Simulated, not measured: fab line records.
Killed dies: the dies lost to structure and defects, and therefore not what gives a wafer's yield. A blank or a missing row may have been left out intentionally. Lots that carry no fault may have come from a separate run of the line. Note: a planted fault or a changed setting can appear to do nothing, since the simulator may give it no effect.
Problem report in the 8D (eight disciplines) form, filled by code :: flow berkeley cmos170 :: the parts of the form that need people (team, actions taken, sign-off) are left out

1. PROBLEM STATEMENT
Wafers free of any fault read 1019 (standard deviation 8.9) for PLDD_TW at UCB170_PLDD_TW_MEAS_11, against a mean of 1118 on 6 wafers of 2 lots. Relative to the usual mean, that is a shift of +11 standard deviations.
The first sign was on wafer L749.1 at day 7 11:28, on film metro-02. At this step, 33 wafers from 11 lots have a number in the record. By rule, "out" or "out of limits" means more than 4 standard deviations away from the usual mean. All remaining wafers that have a number are taken as sound.

2. WHAT IT IS, AND WHAT IT ISN'T
question: which readings at this step
is: PLDD_TW
is not: -

question: which lots
is: L749, L752
is not: L757, L758, L760, L761, L762, L764, L765, L766, L767

question: which wafers of those lots
is: all that have a number
is not: -

question: read on which gauges
is: film metro-02
is not: film metro-01, film metro-04

question: when
is: from day 7 11:28
is not: up to then (0 sound wafers); but 27 sound wafers of L757, L758, L760, L761, L762, L764, L765, L766, L767 came after

3. THE SUSPECTS, EACH WITH WHAT RULES IT OUT
Counting: a tool stays on the suspect list if, at a process step up to the reading, it processed all lots that are out and no sound lot following the first of them.
- the gauge at UCB170_PLDD_TW_MEAS_11 is ruled out. All the wafers that are out were read on film metro-02, but those of them that UCB170_PLDD_IMPLANT_08 has rows for are out there too, on other tools.
- implanter-03 at UCB170_PLDD_IMPLANT_08: ruled out as a lasting fault. Sound lots L767 ran on it after its first lot that is out, L749 (day 7 11:04).
Left after counting: nothing in the record.

4. THE CAUSE (what the simulator had put in)
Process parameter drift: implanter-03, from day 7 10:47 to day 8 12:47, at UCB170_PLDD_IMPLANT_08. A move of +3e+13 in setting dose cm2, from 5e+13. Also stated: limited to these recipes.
The count ruled it out by mistake, since the rule takes a fault to strike every lot its tool runs from the start of the fault on, and this one did not do so.

5. SEQUENCE OF EFFECTS, ordered by route
One row per reading whose mean, taken over the struck wafers that have a number, lies over 3 standard deviations from the usual. Only readings for which the record gives a usual standard deviation are gone through. hours: the time from each lot's start at the first step in this table that gives one to its start at this step, as a median over the lots. sigmas: the change in usual standard deviations.
hours: 0
step: UCB170_PLDD_IMPLANT_08
reading: beam on s
usual: 10.01 s
on struck wafers: 14.72
change: +4.71
sigmas: +24

hours: 0
step: UCB170_PLDD_IMPLANT_08
reading: dose ions cm2
usual: 5.001e+13
on struck wafers: 7.996e+13
change: +2.996e+13
sigmas: +99 or more

hours: 0
step: UCB170_PLDD_IMPLANT_08
reading: faraday current uA
usual: 158
on struck wafers: 172
change: +14
sigmas: +4.7

hours: 0
step: UCB170_PLDD_TW_MEAS_11
reading: PLDD_TW
usual: 1019
on struck wafers: 1118
change: +98
sigmas: +11

hours: 12
step: UCB170_SDANNEAL_RS_MEAS_04
reading: PLDD_RS
usual: 1033.8 ohm/sq
on struck wafers: 842.0
change: -191.8
sigmas: -66
The process steps in it:
- UCB170_PLDD_IMPLANT_08
Later steps that measure or inspect, where all struck wafers having a row at the step show a number for every such reading and not one has moved that far: UCB170_PSD_TW_MEAS_10, UCB170_NSD_CD_MEAS_06.

6. WHAT WOULD HAVE CAUGHT IT SOONER
In this record the first reading out of limits at a measuring or inspecting step was taken at day 7 11:28, 1 hour after the fault began at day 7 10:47.
The tool's own readings at UCB170_PLDD_IMPLANT_08 were out on every struck wafer that the step has a row for (beam on s, dose ions cm2): an alarm limit on them would have fired on the first of those.
